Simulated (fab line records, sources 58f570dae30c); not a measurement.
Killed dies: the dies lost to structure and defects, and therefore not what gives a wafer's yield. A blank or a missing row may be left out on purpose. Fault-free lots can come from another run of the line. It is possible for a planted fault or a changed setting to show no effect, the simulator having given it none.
Which tool did it? | flow berkeleyCmos170 | Sampling: 15 lots, 45 wafers, 4 of 331 route steps

== WHAT THE GAUGES READ, wafer by wafer ==
UCB170_PSD_OVL_MEAS_07.
lot  | measured     | on         | PSD_OVL (nm)
L646 | day 7 02:31  | overlay-01 | -7 -12 -6
L648 | day 7 02:35  | overlay-02 | 3 6 4
L647 | day 7 02:26  | overlay-02 | -5 -21 -14
L650 | day 7 03:15  | overlay-01 | 0 -3 4
L649 | day 7 03:11  | overlay-02 | -12 -5 -10
L653 | day 8 01:05  | overlay-01 | -20 -17 -16
L655 | day 8 19:30  | overlay-02 | 5 -6 0
L656 | day 9 01:58  | overlay-02 | 1 4 4
L657 | day 9 06:32  | overlay-01 | -2 -8 -7
L661 | day 9 22:26  | overlay-02 | -8 -1 -10
L660 | day 9 22:59  | overlay-01 | 2 1 8
L669 | day 10 21:50 | overlay-01 | -2 -4 4

UCB170_M3_RS_MEAS_02: measurement is done with a four-point probe.
lot  | measured     | on           | M3_AL_RS (ohm/sq)
L646 | day 8 08:25  | filmMetro-02 | 0.0317 0.0317 0.0314
L648 | day 8 05:14  | filmMetro-02 | 0.0327 0.0328 0.0331
L647 | day 8 04:41  | filmMetro-04 | 0.0332 0.0326 0.0330
L650 | day 8 08:51  | filmMetro-02 | 0.0323 0.0326 0.0324
L649 | day 8 09:08  | filmMetro-03 | 0.0325 0.0322 0.0318
L653 | day 8 23:43  | filmMetro-04 | 0.0326 0.0323 0.0326
L655 | day 9 21:53  | filmMetro-02 | 0.0323 0.0322 0.0323
L656 | day 10 03:08 | filmMetro-03 | 0.0316 0.0317 0.0317
L657 | day 10 10:53 | filmMetro-04 | 0.0320 0.0321 0.0320
L661 | day 11 00:21 | filmMetro-02 | 0.0322 0.0323 0.0320
L660 | day 11 00:32 | filmMetro-03 | 0.0322 0.0324 0.0321
L669 | day 11 23:36 | filmMetro-02 | 0.0316 0.0316 0.0319

UCB170_M3_BOW_MEAS_20.
lot  | measured     | on           | M3_BOW (um)
L646 | day 8 11:04  | filmMetro-04 | 26 27 42
L648 | day 8 07:36  | filmMetro-04 | 37 39 45
L647 | day 8 07:16  | filmMetro-03 | 31 32 29
L650 | day 8 11:23  | filmMetro-03 | 22 36 53
L649 | day 8 11:41  | filmMetro-03 | 43 47 24
L653 | day 9 03:18  | filmMetro-02 | 29 26 31
L655 | day 10 00:50 | filmMetro-02 | 34 24 28
L656 | day 10 06:10 | filmMetro-02 | 40 40 39
L657 | day 10 13:47 | filmMetro-02 | 45 41 32
L661 | day 11 03:41 | filmMetro-04 | 14 40 31
L660 | day 11 03:49 | filmMetro-03 | 45 34 38
L669 | day 12 03:30 | filmMetro-04 | 38 15 33

== TOOL THAT RAN EACH LOT (tool first, then ch and the chambers of the sampled wafers, then the start) ==
lot  | UCB170_ACTIVE_STRIP_16
L646 | plasmaAsher-02 ch 0,1, day 4 10:11
L648 | plasmaAsher-01 ch 0,1, day 4 10:44
L647 | plasmaAsher-02 ch 0,1, day 4 10:46
L650 | plasmaAsher-04 ch 0,1, day 4 20:02
L649 | plasmaAsher-02 ch 0,1, day 4 20:09
L653 | plasmaAsher-04 ch 0,1, day 5 14:41
L655 | plasmaAsher-01 ch 0,1, day 6 07:17
L656 | plasmaAsher-04 ch 0,1, day 6 14:01
L657 | plasmaAsher-01 ch 0,1, day 7 00:02
L661 | plasmaAsher-01 ch 0, day 7 18:17
L660 | plasmaAsher-02 ch 0,1, day 7 18:34
L663 | plasmaAsher-01 ch 1, day 7 21:36
L666 | plasmaAsher-02 ch 0,1, day 8 13:38
L667 | plasmaAsher-01 ch 0,1, day 8 13:41
L669 | plasmaAsher-04 ch 0,1, day 8 22:47
- UCB170_ACTIVE_STRIP_16: strips in O2.

== AS READ BY THE TOOLS THEMSELVES (means over the sampled wafers that have a number; for cases with no such wafer, the mark the record gives instead) ==
UCB170_ACTIVE_STRIP_16.
lot  | tool           | chamberPressureMTorr (mTorr) | drypumpMotorCurrentA (A) | oesProductAu (a.u.) | stripTimeToEndpointS (s)
L646 | plasmaAsher-02 | 3499                         | 5.6                      | 0.718               | 18.10
L648 | plasmaAsher-01 | 3497                         | 5.4                      | 0.723               | 18.19
L647 | plasmaAsher-02 | 3499                         | 5.4                      | 0.718               | 18.12
L650 | plasmaAsher-04 | 3501                         | 5.4                      | 0.723               | 18.22
L649 | plasmaAsher-02 | 3500                         | 5.6                      | 0.723               | 18.19
L653 | plasmaAsher-04 | 3503                         | 5.4                      | 0.718               | 18.20
L655 | plasmaAsher-01 | 3500                         | 5.4                      | 0.724               | 18.13
L656 | plasmaAsher-04 | 3501                         | 5.5                      | 0.717               | 18.07
L657 | plasmaAsher-01 | 3502                         | 5.4                      | 0.721               | 18.10
L661 | plasmaAsher-01 | 3500                         | 5.0                      | 0.726               | 18.08
L660 | plasmaAsher-02 | 3499                         | 5.6                      | 0.718               | 18.27
L663 | plasmaAsher-01 | -                            | -                        | -                   | -
L666 | plasmaAsher-02 | -                            | -                        | -                   | -
L667 | plasmaAsher-01 | -                            | -                        | -                   | -
L669 | plasmaAsher-04 | 3500                         | 5.6                      | 0.717               | 18.15

== THE ANSWER, worked out from the rows above alone ==
Rule: the lots themselves supply what counts as usual. Put in order of their means at a reading, lots are off if they are a third of the lots or fewer, leave a main group of 4 or more, and stand apart from it by a gap of 3 or more times the standard deviation of the main group's means; of several such gaps the widest counts. A main group is skipped when, at the precision printed for the reading in the tables above, its means are all equal. A lot without any number at a reading at which 4 lots or more have one is off too. The other lots that the step has rows for count as sound. First the gauges in route order, then the tools' own readings, where a lot's mean is used as printed above. The first step at which some lot is off is used, and at that step the reading that is off furthest; a lot without a number counts as furthest.
Off: L663, L666, L667 (UCB170_ACTIVE_STRIP_16, chamberPressureMTorr). Without a number there: L663, L666, L667. For the main group the mean is 3500 mTorr and the standard deviation 1.5.
A tool fits if, at that step or a process step before it, it ran every lot that is off, and no sound lot after the first of them. Not one of the candidates tried fits.

== WHAT THE SIMULATOR PUT IN ==
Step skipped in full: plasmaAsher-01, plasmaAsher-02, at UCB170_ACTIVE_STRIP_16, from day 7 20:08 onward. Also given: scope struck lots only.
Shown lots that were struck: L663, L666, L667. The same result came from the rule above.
